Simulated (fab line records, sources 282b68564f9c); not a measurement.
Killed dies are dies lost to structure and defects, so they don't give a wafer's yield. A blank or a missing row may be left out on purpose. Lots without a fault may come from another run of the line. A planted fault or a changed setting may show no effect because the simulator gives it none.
Which tool did it? | flow rit_cmos | 15 lots, 45 wafers sampled, at 1 step of a route of 202

WHAT THE GAUGES READ, wafer by wafer
The record holds no reading of a measuring or inspecting step that can be judged against a usual standard deviation.

WHICH TOOL RAN EACH LOT (tool, then ch and the chambers of the sampled wafers, then the start)
lot  | RIT_CONTACT_STRIP_12
L274 | plasma_asher-01 ch 0,1, day 3 09:34
L275 | plasma_asher-03 ch 0,1, day 3 17:19
L276 | plasma_asher-03 ch 0,1, day 3 18:47
L277 | plasma_asher-03 ch 0,1, day 4 00:19
L278 | plasma_asher-01 ch 0,1, day 4 10:04
L282 | plasma_asher-03 ch 0,1, day 5 00:20
L283 | plasma_asher-04 ch 0,1, day 5 08:59
L284 | plasma_asher-03 ch 0,1, day 5 11:45
L285 | plasma_asher-04 ch 0,1, day 5 17:49
L286 | plasma_asher-03 ch 0,1, day 6 02:05
L288 | plasma_asher-01 ch 0,1, day 6 08:58
L289 | plasma_asher-04 ch 0,1, day 6 15:06
L290 | plasma_asher-03 ch 0,1, day 6 21:26
L291 | plasma_asher-04 ch 0,1, day 7 01:19
L295 | plasma_asher-03 ch 0,1, day 7 18:28
- RIT_CONTACT_STRIP_12: strips in O2, time 180 s.

WHAT THE TOOLS THEMSELVES READ (means of the sampled wafers that have a number; where no wafer has one, the mark that the record gives instead)
RIT_CONTACT_STRIP_12.
lot  | tool            | chamber_pressure_mTorr (mTorr) | drypump_motor_current_A (A)
L274 | plasma_asher-01 | 3999                           | 6.13
L275 | plasma_asher-03 | 4001                           | 5.76
L276 | plasma_asher-03 | 4001                           | 5.90
L277 | plasma_asher-03 | 3997                           | 5.89
L278 | plasma_asher-01 | 4000                           | 6.10
L282 | plasma_asher-03 | 3999                           | 5.88
L283 | plasma_asher-04 | 4004                           | 6.01
L284 | plasma_asher-03 | 3999                           | 5.76
L285 | plasma_asher-04 | 4004                           | 6.03
L286 | plasma_asher-03 | 4001                           | 5.89
L288 | plasma_asher-01 | 3998                           | 6.10
L289 | plasma_asher-04 | -                              | -
L290 | plasma_asher-03 | -                              | -
L291 | plasma_asher-04 | -                              | -
L295 | plasma_asher-03 | 3999                           | 5.75

THE ANSWER, worked out from the rows above alone
Rule: what is usual is taken from the lots themselves. Put in order of their means at a reading, lots are off if they are a third of the lots or fewer, leave a main group of 4 or more, and stand apart from it by a gap of 3 or more times the standard deviation of the main group's means; of several such gaps the widest counts. A main group whose means are all the same, to the digits that the tables above print for the reading, isn't used. A lot without any number at a reading at which 4 lots or more have one is off too. The other lots that the step has rows for count as sound. The gauges are gone through in route order, then the tools' own readings, and for those a lot's mean is taken as printed above. The first step at which some lot is off is used, and at that step the reading that is off furthest; a lot without a number counts as furthest.
Off: L289, L290, L291, at RIT_CONTACT_STRIP_12 (chamber_pressure_mTorr). Without a number there: L289, L290, L291. The main group: mean 4000 mTorr, standard deviation 2.1.
A tool fits if, at that step or a process step before it, it ran every lot that is off, and no sound lot after the first of them. None of those tried fits.

WHAT THE SIMULATOR HAD PUT IN
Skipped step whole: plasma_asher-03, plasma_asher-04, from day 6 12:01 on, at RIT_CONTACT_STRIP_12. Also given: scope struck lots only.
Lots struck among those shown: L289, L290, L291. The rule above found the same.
